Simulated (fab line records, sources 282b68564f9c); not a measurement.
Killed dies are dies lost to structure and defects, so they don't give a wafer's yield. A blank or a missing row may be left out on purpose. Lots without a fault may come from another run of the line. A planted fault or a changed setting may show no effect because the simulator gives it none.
fab line records | flow rit_cmos
record lots=5 wafers=23
route steps=202 shown SILICIDE@162 M1@192
start_h: hours from the record's first day to the start of the lot's first wafer shown | wait_h: hours since the lot's step before | " the same as in the row above | L1.1+2: a row that stands for several wafers | - no value, or no start given | * or withheld: withheld | < > ~ a bound
route shown NAME@n: a module of which the file shows steps, and the number in the route of the first | usual: mean/standard deviation of fault-free wafers | same: alike in all rows | chamber/n: place in a boat | sites: the reading at each site | _std_site: their standard deviation | _edge_site: outer sites' mean less inner sites' | radius_mm: how far each site lies from the wafer's centre | mask NAME#n: copy n | behind: the tool/chamber that last shaped the wafer | hold: why the lot was held/for how many hours/how that ended | device: the transistor (n, p or np) that didn't switch | end of line: the same wafers' tests at the end of the route | a step without rows: its recipe alone | killed: dies lost to structure and defects at the first sort, not the wafer's yield | map: a wafer's dies, x killed, . not, _ none there
set.NAME: the setting as run; set.NAME@STEP: as run at that earlier step | model.NAME: the simulator's own value behind a step, which no gauge read
lots whose settings were changed on purpose; a table a step, a row a wafer
## steps
# step RIT_SILICIDE_SPUTTER_01
# recipe material=Ti target_thk_nm=30 power_w=350 chamber_pressure_pa=0.667 gas=Ar time_s=240 substrate_temp_c=25
# columns lot.wafer tool chamber start_h wait_h set.time_s model.Ti_of_SILICIDE_SPUTTER_01.thk_nm
L074.2 pvd_sputter-03 - 56.89 0.0 240 29.95
L074.3 " - " " 240 29.98
L074.4 " - " " 240 29.89
L074.5 " - " " 240 30.01
L074.6 " - " " 240 29.8
L075.1 pvd_sputter-02 - 60.35 0.0 240 29.79
L075.2 " - " " 240 30.18
L075.3 " - " " 240 30.03
L075.5 " - " " 240 29.71
L075.6 " - " " 240 29.9
L078.1 pvd_sputter-03 - 72.20 0.0 240 30.33
L078.2 " - " " 226.3 28.78
L078.4 " - " " 240 30.52
L078.5 " - " " 226.3 28.74
L078.6 " - " " 226.3 28.61
L079.1 pvd_sputter-02 - 80.36 0.0 264.1 33.32
L079.2 " - " " 240 30.44
L079.3 " - " " 264.1 33.54
L079.4 " - " " 240 30.38
L079.6 " - " " 240 30.21
L081.1 pvd_sputter-02 - 86.55 0.0 240 29.82
L081.5 " - " " 240 29.97
L081.6 " - " " 240 29.93
# step RIT_SILICIDE_RS_MEAS_02
# recipe thk_meas_gauge=four-point-probe reads=Ti_of_SILICIDE_SPUTTER_01
# usual SILICIDE_TI_RS=47.5/0.58
# columns lot.wafer tool chamber start_h wait_h set.time_s@SILICIDE_SPUTTER_01 SILICIDE_TI_RS[ohm/sq]
L074.2 film_metro-04 - 57.06 0.1 240 48.1
L074.3 " - " " 240 48.0
L074.4 " - " " 240 48.1
L074.5 " - " " 240 47.9
L074.6 " - " " 240 48.3
L075.1 film_metro-04 - 60.50 0.1 240 48.4
L075.2 " - " " 240 47.5
L075.3 " - " " 240 47.9
L075.5 " - " " 240 48.5
L075.6 " - " " 240 48.1
L078.1 film_metro-03 - 72.35 0.1 240 47.1
L078.2 " - " " 226.3 50.2
L078.4 " - " " 240 46.9
L078.5 " - " " 226.3 50.4
L078.6 " - " " 226.3 50.7
L079.1 film_metro-01 - 80.51 0.1 264.1 41.9
L079.2 " - " " 240 46.9
L079.3 " - " " 264.1 41.6
L079.4 " - " " 240 47.0
L079.6 " - " " 240 47.4
L081.1 film_metro-01 - 86.70 0.1 240 48.0
L081.5 " - " " 240 47.7
L081.6 " - " " 240 47.9
# step RIT_SILICIDE_THK_MEAS_03
# recipe thk_meas_gauge=xrf reads=Ti_of_SILICIDE_SPUTTER_01
# usual SILICIDE_TI_THK=30.4/0.36
# columns lot.wafer tool chamber start_h wait_h set.time_s@SILICIDE_SPUTTER_01 SILICIDE_TI_THK[nm]
L074.2 film_metro-04 - 57.17 0.1 240 30.2
L074.3 " - " " 240 30.3
L074.4 " - " " 240 30.0
L074.5 " - " " 240 30.3
L074.6 " - " " 240 30.0
L075.1 film_metro-04 - 60.62 0.1 240 30.1
L075.2 " - " " 240 30.4
L075.3 " - " " 240 30.3
L075.5 " - " " 240 30.0
L075.6 " - " " 240 30.2
L078.1 film_metro-03 - 72.47 0.1 240 30.4
L078.2 " - " " 226.3 28.8
L078.4 " - " " 240 30.6
L078.5 " - " " 226.3 28.9
L078.6 " - " " 226.3 28.7
L079.1 film_metro-01 - 80.63 0.1 264.1 33.6
L079.2 " - " " 240 30.4
L079.3 " - " " 264.1 33.7
L079.4 " - " " 240 30.3
L079.6 " - " " 240 30.3
L081.1 film_metro-01 - 86.82 0.1 240 30.0
L081.5 " - " " 240 30.2
L081.6 " - " " 240 30.1
# step RIT_M1_DEVELOP_08
# recipe resist=NOVOLAK develop_time_s=68 dev_temp_c=23
# columns lot.wafer tool chamber start_h wait_h set.develop_time_s
L074.2+3+4+5+6 litho_track-01 0 - - 68
L075.1+6 litho_track-04 0 - - 68
L075.2+3+5 " 0 " " 73.75
L078.1+4+5 litho_track-04 0 - - 75.42
L078.2+6 " 0 " " 68
L079.1+4+6 litho_track-02 0 - - 68
L079.2+3 " 0 " " 77.5
L081.1+5+6 litho_track-01 0 - - 68
# step RIT_M1_CD_MEAS_09
# recipe target_cd_nm=2600
# usual cd_nm=2600.8/2.1
# columns lot.wafer tool chamber start_h wait_h set.develop_time_s@M1_DEVELOP_08 cd_nm
L074.2 cd_sem-01 - 61.12 - 68 2598.3
L074.3 " - " " 68 2596.4
L074.4 " - " " 68 2597.4
L074.5 " - " " 68 2597.4
L074.6 " - " " 68 2598.2
L075.1 cd_sem-01 - 64.86 - 68 2601.2
L075.2 " - " " 73.75 2592.0
L075.3 " - " " 73.75 2593.8
L075.5 " - " " 73.75 2595.8
L075.6 " - " " 68 2600.7
L078.1 cd_sem-01 - 76.51 - 75.42 2592.1
L078.2 " - " " 68 2602.4
L078.4 " - " " 75.42 2592.2
L078.5 " - " " 75.42 2592.5
L078.6 " - " " 68 2600.8
L079.1 cd_sem-02 - 84.80 - 68 2600.0
L079.2 " - " " 77.5 2585.9
L079.3 " - " " 77.5 2588.8
L079.4 " - " " 68 2599.6
L079.6 " - " " 68 2601.5
L081.1 cd_sem-02 - 90.63 - 68 2600.2
L081.5 " - " " 68 2600.0
L081.6 " - " " 68 2598.7
# step RIT_M1_METAL_ETCH_12
# recipe stop_on=SiO2 chemistry=Cl2/BCl3 target=Al time_s=165 over_etch_frac=0.5 pressure_mtorr=100 target_depth_a=6000 rf_w=250 Cl2_flow_sccm=60 bcl3_flow_sccm=50
# columns lot.wafer tool chamber start_h wait_h set.rf_w model.NOVOLAK_of_M1_COAT_04.thk_nm
L074.2 rie_metal-03 0 61.66 0.2 230.7 832.9
L074.3 " 0 " " 230.7 833.2
L074.4 " 1 " " 250 804.5
L074.5 " 1 " " 250 803.9
L074.6 " 0 " " 230.7 833.9
L075.1 rie_metal-04 1 65.27 0.2 273.9 771.8
L075.2 " 0 " " 273.9 776.1
L075.3 " 0 " " 250 809.2
L075.5 " 0 " " 250 808.5
L075.6 " 1 " " 250 801.1
L078.1 rie_metal-04 1 76.91 0.2 241.6 814.5
L078.2 " 0 " " 241.6 823.9
L078.4 " 0 " " 250 807.7
L078.5 " 0 " " 250 807
L078.6 " 1 " " 241.6 816.3
L079.1 rie_metal-01 0 85.20 0.2 250 802.7
L079.2 " 1 " " 250 804.8
L079.3 " 0 " " 250 799.8
L079.4 " 1 " " 250 807.2
L079.6 " 0 " " 250 803.7
L081.1 rie_metal-04 1 91.03 0.2 250 807.3
L081.5 " 1 " " 250 809.8
L081.6 " 0 " " 250 810.6
# step RIT_M1_STRIP_13
# recipe chemistry=nmp resist=NOVOLAK temp_c=80 time_s=600 dry=n2_spin
# step RIT_M1_STRIP_14
# recipe chemistry=O2 time_s=173.7 platen_temp_c=withheld power_w=500 pressure_mtorr=4000 o2_flow_sccm=4000
# step RIT_M1_CD_MEAS_90
# recipe target_cd_nm=2600
# usual cd_nm=2601.3/2.5
# columns lot.wafer tool chamber start_h wait_h set.develop_time_s@M1_DEVELOP_08 cd_nm
L074.2 cd_sem-01 - 62.19 0.1 68 2600.7
L074.3 " - " " 68 2599.0
L074.4 " - " " 68 2599.0
L074.5 " - " " 68 2596.6
L074.6 " - " " 68 2600.9
L075.1 cd_sem-01 - 65.96 0.1 68 2595.0
L075.2 " - " " 73.75 2588.3
L075.3 " - " " 73.75 2595.4
L075.5 " - " " 73.75 2597.0
L075.6 " - " " 68 2598.3
L078.1 cd_sem-02 - 77.43 0.1 75.42 2592.3
L078.2 " - " " 68 2604.9
L078.4 " - " " 75.42 2594.1
L078.5 " - " " 75.42 2592.7
L078.6 " - " " 68 2600.4
L079.1 cd_sem-01 - 85.71 0.1 68 2599.1
L079.2 " - " " 77.5 2586.8
L079.3 " - " " 77.5 2589.2
L079.4 " - " " 68 2601.8
L079.6 " - " " 68 2599.2
L081.1 cd_sem-01 - 91.55 0.1 68 2598.6
L081.5 " - " " 68 2598.4
L081.6 " - " " 68 2598.5
## key
split step=RIT_SILICIDE_SPUTTER_01 setting=time_s stated=240 by=wafer
response step=RIT_SILICIDE_SPUTTER_01 reading=model.Ti_of_SILICIDE_SPUTTER_01.thk_nm change=+0.306 per=1% r=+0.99
response step=RIT_SILICIDE_RS_MEAS_02 reading=SILICIDE_TI_RS change=-0.552 per=1% r=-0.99
response step=RIT_SILICIDE_THK_MEAS_03 reading=SILICIDE_TI_THK change=+0.322 per=1% r=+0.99
split step=RIT_M1_DEVELOP_08 setting=develop_time_s stated=68 by=wafer
response step=RIT_M1_CD_MEAS_09 reading=cd_nm change=-0.89 per=1% r=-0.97
response step=RIT_M1_CD_MEAS_90 reading=cd_nm change=-0.776 per=1% r=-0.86
split step=RIT_M1_METAL_ETCH_12 setting=rf_w stated=250 by=wafer
response step=RIT_M1_METAL_ETCH_12 reading=model.NOVOLAK_of_M1_COAT_04.thk_nm change=-3.52 per=1% r=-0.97
